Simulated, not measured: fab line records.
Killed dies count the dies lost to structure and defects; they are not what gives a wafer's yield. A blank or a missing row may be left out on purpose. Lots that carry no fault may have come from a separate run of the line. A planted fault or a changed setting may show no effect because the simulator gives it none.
Matching of chambers | flow berkeley_cmos170 | UCB170_SPACER_CVD_00 on pecvd-02 has 3 sister chambers
The step deposits SiO2 from TEOS/O2, target thk 376 nm, time 47 s. 6 wafers are shown with their chamber, then 7 later ones without.

WAFERS WITH THEIR CHAMBER
wafer  | chamber | heater_power_w (W)
L241.5 | 1       | 270
L244.1 | 1       | 294
L244.2 | 2       | 326
L244.4 | 0       | 310
L245.1 | 2       | 279
L245.2 | 0       | 259

WAFERS WITHOUT THEIR CHAMBER
wafer  | heater_power_w (W)
L245.4 | 296
L247.1 | 262
L247.4 | 272
L247.6 | 324
L246.1 | 323
L246.3 | 338
L246.6 | 240

CHAMBER TAKEN BY EACH
wafer  | from the rows above          | in truth
L245.4 | can't be placed: 2 or 0 or 1 | 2
L247.1 | can't be placed: 1 or 0 or 2 | 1
L247.4 | can't be placed: 1 or 0 or 2 | 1
L247.6 | can't be placed: 2 or 0 or 1 | 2
L246.1 | can't be placed: 2 or 0 or 1 | 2
L246.3 | can't be placed: 2 or 0 or 1 | 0
L246.6 | can't be placed: 1 or 0 or 2 | 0
0 of 7 placed correctly. Not placeable from these rows: 7 (in 7, the candidates include the true chamber). 0 placed wrongly.
How it was worked out, from the rows above alone: a wafer's distance from a chamber is the root of the sum, over the readings, of the square of ((its reading less the chamber's mean) divided by the reading's scatter). The wafer belongs to the nearest chamber; if the next one is less than 2 further off, it can't be placed. For every chamber, the mean is computed from those of its wafers that are shown. The scatter: take each reading less its chamber's mean, square it, sum over the shown wafers, divide by the number of wafers less the number of chambers, and take the root.
